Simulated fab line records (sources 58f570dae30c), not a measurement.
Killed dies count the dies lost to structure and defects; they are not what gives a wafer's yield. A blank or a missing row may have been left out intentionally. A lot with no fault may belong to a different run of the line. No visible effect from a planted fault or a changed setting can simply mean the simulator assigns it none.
A lot that was struck, set against a sound lot -- flow berkeley-cmos170 -- 14 steps out of a route of 331
Sound: wafers L445.1, L445.3, L445.6. Wafers struck: L458.2, L458.5, L458.6. At the end, the cause is stated.
For every step that has rows: the tool of each side, followed by ch and its chambers, followed by its first start. Under that, the readings that differ: sound wafers -- struck wafers -- difference of the means -- sigmas: that difference in standard deviations of wafers without a fault.
alike: readings whose means differ by less than 2 such deviations, and words and numbers that are the same on both sides. not compared: withheld readings, readings that some wafer has no value for, bounds like >300 that may hide the same value, and numbers for which the record gives no deviation and whose values overlap.
A row with sigmas, a row that says differs or no value, or rows on one side alone: a step with any of these is where the two part. When numbers do not overlap yet have no deviation, they are printed without sigmas and do not part them. Lack of a reading on every wafer of one side parts them only where that side has two or more wafers.

UCB170_M2_RS_MEAS_02: measurement is done with a four-point probe.
  struck on film-metro-03, day 13 05:17; sound on film-metro-03, day 11 04:48
reading,sound,struck,difference,sigmas
M2_AL_RS (ohm/sq),0.0324 0.0324 0.0325,0.0312 0.0314 0.0317,-0.0010,-3
UCB170_M2_THK_MEAS_03: measures by xrf.
  struck on film-metro-03, day 13 05:24; sound on film-metro-03, day 11 04:55
  alike: M2_AL_THK
then, 3 steps without rows for these wafers: UCB170_M2_HMDS_04 (prime time 60 s); UCB170_M2_COAT_05 (resist thk 900 nm); UCB170_M2_SOFTBAKE_06 (time 60 s).
UCB170_M2_STRIP_07: strips in O2.
  sound on plasma-asher-03 ch 0,1, day 11 05:47; struck on plasma-asher-03 ch 0,1, day 13 05:54
  alike: drypump-motor-current-A, o2-flow-sccm, oes-product-au, strip-time-to-endpoint-s
  not compared: rf-hours-counter-h
then, 6 steps without rows for these wafers: UCB170_M2_STRIP_08 (strips KrF in DMSO, time 600 s); UCB170_M2_COAT_09; UCB170_M2_COAT_10 (resist thk 900 nm); UCB170_M2_SOFTBAKE_11 (time 60 s); UCB170_M2_EXPOSE_12 (exposes mask METAL2, target cd 700 nm); UCB170_M2_PEB_13.
UCB170_M2_DEVELOP_14: develop time 45 s.
  struck on litho-track-04, day 13 07:00; sound on litho-track-04 ch 0, day 11 06:00
  no value came back on the struck wafers for chill-plate-temp-C (C), develop-time-s (s), resist-line-temp-C (C); on the sound wafers chill-plate-temp-C (C) reads 22.88 23.10 22.81
reading,sound,struck,difference,sigmas
model.KrF_of_M2_COAT_10.thk-nm (nm),885.4 886.5 888.1,899 895.1 898.8,+11,
UCB170_M2_CD_MEAS_15: target cd 700 nm.
  struck on cd-sem-02, day 13 07:11; sound on cd-sem-02, day 11 07:04
reading,sound,struck,difference,sigmas
cd-nm (nm),699.9 701.4 700.2,- - -,no value on the struck wafers,

WHERE THEY PART
At UCB170_M2_RS_MEAS_02 first; at UCB170_M2_CD_MEAS_15 last (within this record only).

WHY: whatever the simulator had introduced
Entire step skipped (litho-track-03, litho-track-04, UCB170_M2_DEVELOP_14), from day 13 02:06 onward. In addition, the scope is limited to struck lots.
